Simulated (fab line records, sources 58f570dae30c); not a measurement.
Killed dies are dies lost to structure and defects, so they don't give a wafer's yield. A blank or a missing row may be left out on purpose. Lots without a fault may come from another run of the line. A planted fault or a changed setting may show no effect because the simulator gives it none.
A struck lot beside a sound one | flow berkeley_cmos170 | 19 steps out of a route of 331
Sound: wafers L345.3, L345.4, L345.6. Struck: wafers L344.1, L344.3, L344.5. The cause comes at the end.
At each step with rows: each side's tool, then ch and its chambers, then its first start. Under that, the readings that differ: sound wafers | struck wafers | difference of the means | sigmas: that difference in standard deviations of wafers without a fault.
alike: readings whose means differ by less than 2 such deviations, and words and numbers that are the same on both sides. not compared: withheld readings, readings that some wafer has no value for, bounds like >300 that may hide the same value, and numbers for which the record gives no deviation and whose values overlap.
The two part at a step that has a row with sigmas, a row that says differs or no value, or rows on one side only. Numbers that don't overlap but have no deviation are shown without sigmas and don't part them. A reading that every wafer of one side lacks parts them only if that side has two wafers or more.

first, 3 steps without rows for these wafers: UCB170_PSD_EXPOSE_03 (exposes mask PSELECT MOD, target cd 1200 nm); UCB170_PSD_PEB_04; UCB170_PSD_DEVELOP_05 (develop time 45 s).
UCB170_PSD_CD_MEAS_06: target cd 1200 nm.
  sound on cd_sem-01, day 11 08:42; struck on cd_sem-02, day 11 08:42
  alike: cd_nm
UCB170_PSD_OVL_MEAS_07:
  sound on overlay-01, day 11 08:47; struck on overlay-02, day 11 08:49
  alike: PSD_OVL
then, 1 step without rows for these wafers: UCB170_PSD_IMPLANT_08.
UCB170_PSD_STRIP_09: strips in O2.
  sound on plasma_asher-04 ch 0,1, day 11 09:00; struck on plasma_asher-02 ch 0,1, day 11 09:00
  alike: drypump_motor_current_A, oes_product_au, strip_time_to_endpoint_s
  not compared: rf_hours_counter_h
UCB170_PSD_TW_MEAS_10:
  sound on film_metro-01, day 11 09:05; struck on film_metro-03, day 11 09:06
  alike: PSD_TW
then, 4 steps without rows for these wafers: UCB170_PSD_CLEAN_11 (cleans in SPM, time 600 s); UCB170_NSD_HMDS_00 (prime time 60 s); UCB170_NSD_COAT_01 (resist thk 900 nm); UCB170_NSD_SOFTBAKE_02 (time 60 s).
UCB170_NSD_EXPOSE_03: exposes mask NSELECT MOD, target cd 1200 nm.
  sound on krf_scanner-01 ch 0, day 11 09:55; struck on krf_scanner-02 ch 0, day 11 10:13
  reading                     | sound                | struck               | difference | sigmas
  model.NSD.overlay_x_nm (nm) | -8.645 -8.645 -8.645 | -151.4 -151.4 -151.4 | -142.8     |
  alike: mask
then, 2 steps without rows for these wafers: UCB170_NSD_PEB_04; UCB170_NSD_DEVELOP_05 (develop time 45 s).
UCB170_NSD_CD_MEAS_06: target cd 1200 nm.
  sound on cd_sem-01, day 11 10:20; struck on cd_sem-01, day 11 10:37
  alike: cd_nm
UCB170_NSD_OVL_MEAS_07:
  sound on overlay-02, day 11 10:25; struck on overlay-01, day 11 10:44
  reading      | sound    | struck         | difference | sigmas
  NSD_OVL (nm) | -6 -7 -1 | -154 -163 -159 | -154       | -32
then, 1 step without rows for these wafers: UCB170_NSD_IMPLANT_08.
UCB170_M3_PROBE_99:
  sound on prober-01, day 12 08:42; struck on prober-02, day 12 10:19
  reading                                                 | sound                | struck              | difference | sigmas
  model.etest.select_edge_diode_n.leak_log10_a (angstrom) | -12.15 -12.27 -12.15 | -11.9 -12.02 -11.86 | +0.3       |

WHERE THEY PART
Only at UCB170_NSD_OVL_MEAS_07, within this record.

WHY: what the simulator had put in
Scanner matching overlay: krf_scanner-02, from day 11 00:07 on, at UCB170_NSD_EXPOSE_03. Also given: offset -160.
